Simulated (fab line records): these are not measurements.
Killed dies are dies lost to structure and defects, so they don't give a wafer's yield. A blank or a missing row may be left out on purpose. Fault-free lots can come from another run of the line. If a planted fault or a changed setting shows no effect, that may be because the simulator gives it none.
Which tool was responsible?    flow berkeley cmos170    14 lots with 42 wafers sampled at 6 steps, on a route of 331 steps

## WHAT THE GAUGES READ, wafer by wafer
UCB170_PLDD_OVL_MEAS_07.
lot   measured      on          PLDD_OVL (nm)
L690  day 7 20:53   overlay-02  3 4 8
L691  day 7 21:14   overlay-01  -4 -3 -4
L689  day 7 21:27   overlay-02  3 13 7
L693  day 8 09:26   overlay-02  10 4 8
L695  day 9 11:17   overlay-01  -7 4 -2
L701  day 9 18:35   overlay-01  11 7 9
L697  day 9 22:16   overlay-01  6 0 8
L696  day 9 22:26   overlay-01  -1 11 6
L698  day 9 22:32   overlay-02  -2 10 1
L705  day 10 13:14  overlay-01  2 15 3
L702  day 10 14:04  overlay-02  2 4 0
L703  day 11 01:13  overlay-01  4 2 7
L709  day 11 09:59  overlay-02  3 8 1
L710  day 11 18:57  overlay-02  9 3 6

UCB170_NSD_TW_MEAS_10.
lot   measured      on             NSD_TW
L690  day 8 11:19   film metro-02  4148 4171 4157
L691  day 8 10:44   film metro-02  4163 4166 4189
L689  day 8 11:28   film metro-03  4137 4119 4088
L693  day 8 22:51   film metro-01  4217 4210 4223
L695  day 9 22:20   film metro-02  4158 4180 4171
L701  day 10 07:13  film metro-03  4106 4108 4108
L697  day 10 12:05  film metro-03  4122 4136 4135
L696  day 10 12:51  film metro-01  4191 4202 4175
L698  day 10 13:07  film metro-03  4117 4115 4118
L705  day 11 04:48  film metro-01  4210 4192 4204
L702  day 11 04:49  film metro-03  3963 3964 3958
L703  day 11 16:16  film metro-03  3963 3964 3968
L709  day 11 22:06  film metro-01  4190 4191 4188
L710  day 12 06:39  film metro-02  4168 4170 4155

UCB170_SDANNEAL_RS_MEAS_03: measures by four-point-probe.
lot   measured      on             NSD_RS (ohm/sq)
L690  day 8 12:38   film metro-02  37.42 37.42 37.42
L691  day 8 12:09   film metro-02  37.38 37.30 37.25
L689  day 8 13:04   film metro-03  37.12 37.23 37.21
L693  day 9 00:48   film metro-03  37.13 37.25 37.15
L695  day 10 00:06  film metro-02  37.40 37.29 37.38
L701  day 10 08:28  film metro-03  37.30 37.41 37.19
L697  day 10 13:58  film metro-01  37.30 37.38 37.38
L696  day 10 14:37  film metro-03  37.20 37.21 37.29
L698  day 10 15:01  film metro-02  37.39 37.37 37.40
L705  day 11 06:57  film metro-01  37.44 37.35 37.34
L702  day 11 07:15  film metro-02  45.31 45.21 45.30
L703  day 11 17:59  film metro-02  45.08 45.12 45.13
L709  day 11 23:43  film metro-02  37.45 37.40 37.42
L710  day 12 08:15  film metro-03  37.10 37.24 37.22

## WHICH TOOL RAN EACH LOT (tool, then ch and the chambers of the sampled wafers, then the start)
lot   UCB170_NSD_IMPLANT_08            UCB170_NSD_STRIP_09                   UCB170_BACKSIDE_STRIP_03
L690  implanter-02 ch 0, day 8 11:04   plasma asher-02 ch 0, day 8 11:13     plasma asher-03 ch 0,1, day 8 12:06
L691  implanter-01 ch 0, day 8 10:29   plasma asher-03 ch 0,1, day 8 10:38   plasma asher-02 ch 0,1, day 8 11:38
L689  implanter-01 ch 0, day 8 11:15   plasma asher-01 ch 0,1, day 8 11:23   plasma asher-04 ch 0,1, day 8 12:32
L693  implanter-01 ch 0, day 8 22:36   plasma asher-03 ch 0,1, day 8 22:45   plasma asher-04 ch 0,1, day 9 00:17
L695  implanter-02 ch 0, day 9 22:05   plasma asher-02 ch 0,1, day 9 22:14   plasma asher-03 ch 0,1, day 9 23:14
L701  implanter-02 ch 0, day 10 07:01  plasma asher-03 ch 0,1, day 10 07:08  plasma asher-02 ch 0,1, day 10 07:55
L697  implanter-02 ch 0, day 10 11:51  plasma asher-02 ch 1, day 10 11:58    plasma asher-03 ch 1, day 10 13:24
L696  implanter-01 ch 0, day 10 12:38  plasma asher-02 ch 0,1, day 10 12:46  plasma asher-02 ch 0,1, day 10 14:05
L698  implanter-04 ch 0, day 10 12:53  plasma asher-01 ch 0,1, day 10 13:00  plasma asher-04 ch 0,1, day 10 14:23
L705  implanter-02 ch 0, day 11 04:33  plasma asher-01 ch 0,1, day 11 04:42  plasma asher-04 ch 0,1, day 11 06:23
L702  implanter-01 ch 0, day 11 04:34  plasma asher-03 ch 0,1, day 11 04:42  plasma asher-02 ch 0,1, day 11 06:43
L703  implanter-01 ch 0, day 11 16:01  plasma asher-02 ch 0,1, day 11 16:10  plasma asher-02 ch 0,1, day 11 17:27
L709  implanter-04 ch 0, day 11 21:52  plasma asher-02 ch 0,1, day 11 21:59  plasma asher-04 ch 0,1, day 11 23:11
L710  implanter-02 ch 0, day 12 06:25  plasma asher-03 ch 0,1, day 12 06:32  plasma asher-03 ch 0, day 12 07:41
- UCB170_NSD_IMPLANT_08
- UCB170_NSD_STRIP_09: strips in O2.
- UCB170_BACKSIDE_STRIP_03: strips in O2.

## AS READ BY THE TOOLS THEMSELVES (means over the sampled wafers that have a number; for cases with no such wafer, the mark the record gives instead)
UCB170_NSD_IMPLANT_08.
lot   tool          dose ions cm2  end station pressure torr (Torr)  faraday current uA  tilt deg (degrees)
L690  implanter-02  3e+15          1.26e-05                          9341                6.994
L691  implanter-01  3e+15          1.22e-05                          9160                6.993
L689  implanter-01  3e+15          1.23e-05                          9422                7.009
L693  implanter-01  3e+15          1.26e-05                          9330                7.029
L695  implanter-02  3e+15          1.25e-05                          9124                7.007
L701  implanter-02  3e+15          1.20e-05                          9300                7.037
L697  implanter-02  3e+15          1.28e-05                          9058                7.011
L696  implanter-01  3e+15          1.24e-05                          9159                7.028
L698  implanter-04  3e+15          1.25e-05                          9054                7.021
L705  implanter-02  3e+15          1.31e-05                          9147                6.992
L702  implanter-01  2e+15          9.90e-06                          6573                7.027
L703  implanter-01  2e+15          1.07e-05                          6552                6.993
L709  implanter-04  3e+15          1.32e-05                          9225                7.015
L710  implanter-02  3e+15          1.23e-05                          9179                7.044

UCB170_NSD_STRIP_09.
lot   tool             drypump motor current A (A)  oes product au (a.u.)  strip time to endpoint s (s)
L690  plasma asher-02  6.5                          0.535                  35.76
L691  plasma asher-03  6.2                          0.532                  35.82
L689  plasma asher-01  5.5                          0.532                  35.77
L693  plasma asher-03  6.2                          0.539                  35.89
L695  plasma asher-02  6.2                          0.536                  35.84
L701  plasma asher-03  5.8                          0.534                  35.69
L697  plasma asher-02  5.6                          0.530                  35.72
L696  plasma asher-02  6.2                          0.533                  35.89
L698  plasma asher-01  5.5                          0.534                  35.88
L705  plasma asher-01  5.5                          0.535                  35.80
L702  plasma asher-03  5.8                          0.561                  32.49
L703  plasma asher-02  6.2                          0.561                  32.53
L709  plasma asher-02  5.9                          0.535                  35.75
L710  plasma asher-03  5.8                          0.534                  35.85

UCB170_BACKSIDE_STRIP_03.
lot   tool             drypump motor current A (A)  oes product au (a.u.)  strip time to endpoint s (s)
L690  plasma asher-03  5.8                          0.731                  22.01
L691  plasma asher-02  6.3                          0.732                  21.93
L689  plasma asher-04  6.2                          0.734                  22.00
L693  plasma asher-04  5.6                          0.737                  21.90
L695  plasma asher-03  5.8                          0.734                  21.98
L701  plasma asher-02  5.9                          0.739                  22.06
L697  plasma asher-03  6.5                          0.735                  22.05
L696  plasma asher-02  6.2                          0.734                  22.01
L698  plasma asher-04  6.2                          0.731                  21.93
L705  plasma asher-04  5.7                          0.736                  22.03
L702  plasma asher-02  6.2                          0.735                  22.01
L703  plasma asher-02  6.2                          0.729                  21.91
L709  plasma asher-04  5.6                          0.739                  21.98
L710  plasma asher-03  5.4                          0.737                  22.07

## THE ANSWER, worked out from the rows above alone
Rule: the usual values come from the lots themselves. The widest of any qualifying gaps counts: lots, ordered by their means at a reading, are off when they make up no more than a third of the lots, leave a main group of 4 or more, and stand apart from it by 3 or more times the standard deviation of that group's means. If all means in a main group match to the digits the tables above print for the reading, that group is not used. Also off: a lot with no number at a reading for which 4 or more lots have one. The other lots that the step has rows for count as sound. First the gauges in route order, then the tools' own readings, where a lot's mean is used as printed above. At the first step where some lot is off, the reading lying furthest off is the one used; lots without a number count as furthest.
Off: L702, L703, at UCB170_NSD_TW_MEAS_10 (NSD_TW). For the main group the mean is 4161 and the standard deviation 35.
A tool fits if, at a process step before that reading, it ran every lot that is off, and no sound lot after the first of them. Not tried: the gauges at UCB170_NSD_TW_MEAS_10; whatever is off there is also off at UCB170_SDANNEAL_RS_MEAS_03, on other tools, and gauge error can't account for it. One candidate fits, namely implanter-01 at UCB170_NSD_IMPLANT_08. Its last sound lot is L696 (day 10 12:38), its first lot that is off L702 (day 11 04:34): a fault that began between those two fits.
The tool's own readings at UCB170_NSD_IMPLANT_08 bear it out: on the lots that are off they differ by more than 5 times the standard deviation of the sound lots' means. dose ions cm2 reads 2e+15 there against 3e+15 on the sound lots; end station pressure torr reads 1.03e-05 Torr there against 1.25e-05 Torr on the sound lots; faraday current uA reads 6562 there against 9208 on the sound lots.

## WHAT THE SIMULATOR HAD INSERTED
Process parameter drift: implanter-01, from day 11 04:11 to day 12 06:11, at UCB170_NSD_IMPLANT_08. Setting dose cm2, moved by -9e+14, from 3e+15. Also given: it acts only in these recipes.
Lots struck among those shown: L702, L703. Same finding as the rule above.
